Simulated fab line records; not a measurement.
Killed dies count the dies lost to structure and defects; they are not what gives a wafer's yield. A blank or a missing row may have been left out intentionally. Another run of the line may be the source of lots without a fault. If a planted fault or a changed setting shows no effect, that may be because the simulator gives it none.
Lot-split experiment / flow berkeley-cmos170 / route with 331 steps; 5 lots, 23 wafers read

ON THE SPLIT
At UCB170_V2_COAT_07 (resist thk 900 nm), the setting resist-thk-nm was moved away from the recipe's 900 nm on 11 of the 23 wafers read, by +1.6% to +3.8%. The other wafers ran this setting at the recipe's value.

FROM THE SPLIT TO THE READING: what the file shows between them, 2 steps
- UCB170_V2_SOFTBAKE_08: time 60 s
- UCB170_V2_EXPOSE_09: exposes mask VIA2, target cd 700 nm

THE READING
KrF_of_V2_COAT_07.thk-nm (the simulator's own value, which no gauge read), in nm, at UCB170_V2_ETCH_14 (etches SiO2 in CHF3/CF4/Ar, stops on Al, target depth 1250 nm, time 291 s). No usual value for it is given in the file. Here, 12 wafers ran the recipe; their average is 614.6 nm with a standard deviation of 3.3 nm.

wafer=L076.1; tool, chamber at the split=litho-track-01, 0; resist-thk-nm as run, nm=900; against the recipe=recipe; KrF_of_V2_COAT_07.thk-nm, nm=616.8; against lot-mates on the recipe=-
wafer=L076.2; tool, chamber at the split=litho-track-01, 0; resist-thk-nm as run, nm=934.4; against the recipe=+3.8%; KrF_of_V2_COAT_07.thk-nm, nm=646.9; against lot-mates on the recipe=+31.7
wafer=L076.4; tool, chamber at the split=litho-track-01, 0; resist-thk-nm as run, nm=934.4; against the recipe=+3.8%; KrF_of_V2_COAT_07.thk-nm, nm=653.5; against lot-mates on the recipe=+38.3
wafer=L076.5; tool, chamber at the split=litho-track-01, 0; resist-thk-nm as run, nm=900; against the recipe=recipe; KrF_of_V2_COAT_07.thk-nm, nm=616.5; against lot-mates on the recipe=-
wafer=L076.6; tool, chamber at the split=litho-track-01, 0; resist-thk-nm as run, nm=900; against the recipe=recipe; KrF_of_V2_COAT_07.thk-nm, nm=612.4; against lot-mates on the recipe=-
wafer=L077.1; tool, chamber at the split=litho-track-01, 0; resist-thk-nm as run, nm=900; against the recipe=recipe; KrF_of_V2_COAT_07.thk-nm, nm=616.7; against lot-mates on the recipe=-
wafer=L077.3; tool, chamber at the split=litho-track-01, 0; resist-thk-nm as run, nm=900; against the recipe=recipe; KrF_of_V2_COAT_07.thk-nm, nm=615.4; against lot-mates on the recipe=-
wafer=L077.5; tool, chamber at the split=litho-track-01, 0; resist-thk-nm as run, nm=900; against the recipe=recipe; KrF_of_V2_COAT_07.thk-nm, nm=620.6; against lot-mates on the recipe=-
wafer=L078.1; tool, chamber at the split=litho-track-02, 0; resist-thk-nm as run, nm=924.7; against the recipe=+2.7%; KrF_of_V2_COAT_07.thk-nm, nm=630.1; against lot-mates on the recipe=+14.7
wafer=L078.2; tool, chamber at the split=litho-track-02, 0; resist-thk-nm as run, nm=900; against the recipe=recipe; KrF_of_V2_COAT_07.thk-nm, nm=616.8; against lot-mates on the recipe=-
wafer=L078.4; tool, chamber at the split=litho-track-02, 0; resist-thk-nm as run, nm=900; against the recipe=recipe; KrF_of_V2_COAT_07.thk-nm, nm=614; against lot-mates on the recipe=-
wafer=L078.5; tool, chamber at the split=litho-track-02, 0; resist-thk-nm as run, nm=924.7; against the recipe=+2.7%; KrF_of_V2_COAT_07.thk-nm, nm=630.5; against lot-mates on the recipe=+15.1
wafer=L078.6; tool, chamber at the split=litho-track-02, 0; resist-thk-nm as run, nm=924.7; against the recipe=+2.7%; KrF_of_V2_COAT_07.thk-nm, nm=639; against lot-mates on the recipe=+23.6
wafer=L081.1; tool, chamber at the split=litho-track-02, 0; resist-thk-nm as run, nm=900; against the recipe=recipe; KrF_of_V2_COAT_07.thk-nm, nm=613.2; against lot-mates on the recipe=-
wafer=L081.2; tool, chamber at the split=litho-track-02, 0; resist-thk-nm as run, nm=914.1; against the recipe=+1.6%; KrF_of_V2_COAT_07.thk-nm, nm=627.1; against lot-mates on the recipe=+15.9
wafer=L081.3; tool, chamber at the split=litho-track-02, 0; resist-thk-nm as run, nm=914.1; against the recipe=+1.6%; KrF_of_V2_COAT_07.thk-nm, nm=632.4; against lot-mates on the recipe=+21.1
wafer=L081.5; tool, chamber at the split=litho-track-02, 0; resist-thk-nm as run, nm=900; against the recipe=recipe; KrF_of_V2_COAT_07.thk-nm, nm=609.3; against lot-mates on the recipe=-
wafer=L081.6; tool, chamber at the split=litho-track-02, 0; resist-thk-nm as run, nm=914.1; against the recipe=+1.6%; KrF_of_V2_COAT_07.thk-nm, nm=627.7; against lot-mates on the recipe=+16.5
wafer=L084.1; tool, chamber at the split=litho-track-01, 0; resist-thk-nm as run, nm=900; against the recipe=recipe; KrF_of_V2_COAT_07.thk-nm, nm=614.5; against lot-mates on the recipe=-
wafer=L084.3; tool, chamber at the split=litho-track-01, 0; resist-thk-nm as run, nm=927.5; against the recipe=+3.1%; KrF_of_V2_COAT_07.thk-nm, nm=633.8; against lot-mates on the recipe=+22.3
wafer=L084.6; tool, chamber at the split=litho-track-01, 0; resist-thk-nm as run, nm=927.5; against the recipe=+3.1%; KrF_of_V2_COAT_07.thk-nm, nm=633.8; against lot-mates on the recipe=+22.3
wafer=L084.4; tool, chamber at the split=litho-track-01, 0; resist-thk-nm as run, nm=927.5; against the recipe=+3.1%; KrF_of_V2_COAT_07.thk-nm, nm=641.3; against lot-mates on the recipe=+29.8
wafer=L084.5; tool, chamber at the split=litho-track-01, 0; resist-thk-nm as run, nm=900; against the recipe=recipe; KrF_of_V2_COAT_07.thk-nm, nm=608.5; against lot-mates on the recipe=-

THE FIT
A straight line over all 23 wafers: KrF_of_V2_COAT_07.thk-nm changes by +7.97 nm for each +1% of resist-thk-nm; r = +0.94; the points scatter about the line by 4.2 nm.
The same after taking each lot's own level away (the mean of its wafers on the recipe; 23 wafers): +8.21 nm for each +1%; r = +0.95; scatter 4.1 nm.
That fit puts the effect of the largest move of resist-thk-nm on the reading at 31 nm.
The span of the lots' own levels, 611.25 to 617.57 nm, comes to 1.9 times the standard deviation stated above.
So the lot-to-lot level changes the slope little: the two slopes agree.
Check: with one of the wafers moved furthest among these (+3.8%) left out of the fit, the line predicts +31.7 nm for it against its lot-mates. Against them it came out at +31.7 nm.

FURTHER SPLITS ON THESE WAFERS
Before the reading, these wafers also passed through other splits. Each is held against what the fit with the lots' levels taken away leaves over:
other split on the same wafers=UCB170_M2_ETCH_17 pressure-mtorr; wafers away from the commonest value=15; r with KrF_of_V2_COAT_07.thk-nm (lot level and that fit taken away)=+0.29

THE WHOLE CHAIN: every reading that the file lists as answering this split, in the file's order
step=UCB170_V2_COAT_07; what it does=resist thk 900 nm; reading=KrF_of_V2_COAT_07.thk-nm (the simulator's own value, which no gauge read); change (the file's fit)=+8.76 nm for each +1% of the setting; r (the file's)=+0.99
step=UCB170_V2_ETCH_14; what it does=etches SiO2 in CHF3/CF4/Ar, stops on Al, target depth 1250 nm, time 291 s; reading=KrF_of_V2_COAT_07.thk-nm (the simulator's own value, which no gauge read); change (the file's fit)=+8.43 nm for each +1% of the setting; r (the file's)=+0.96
step=UCB170_V2_STRIP_15; what it does=strips in O2; reading=strip-time-to-endpoint-s; change (the file's fit)=withheld for each +1% of the setting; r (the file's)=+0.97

THE FILE'S OWN FIT
KrF_of_V2_COAT_07.thk-nm changes by +8.43 nm for each +1% of resist-thk-nm, r = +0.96.
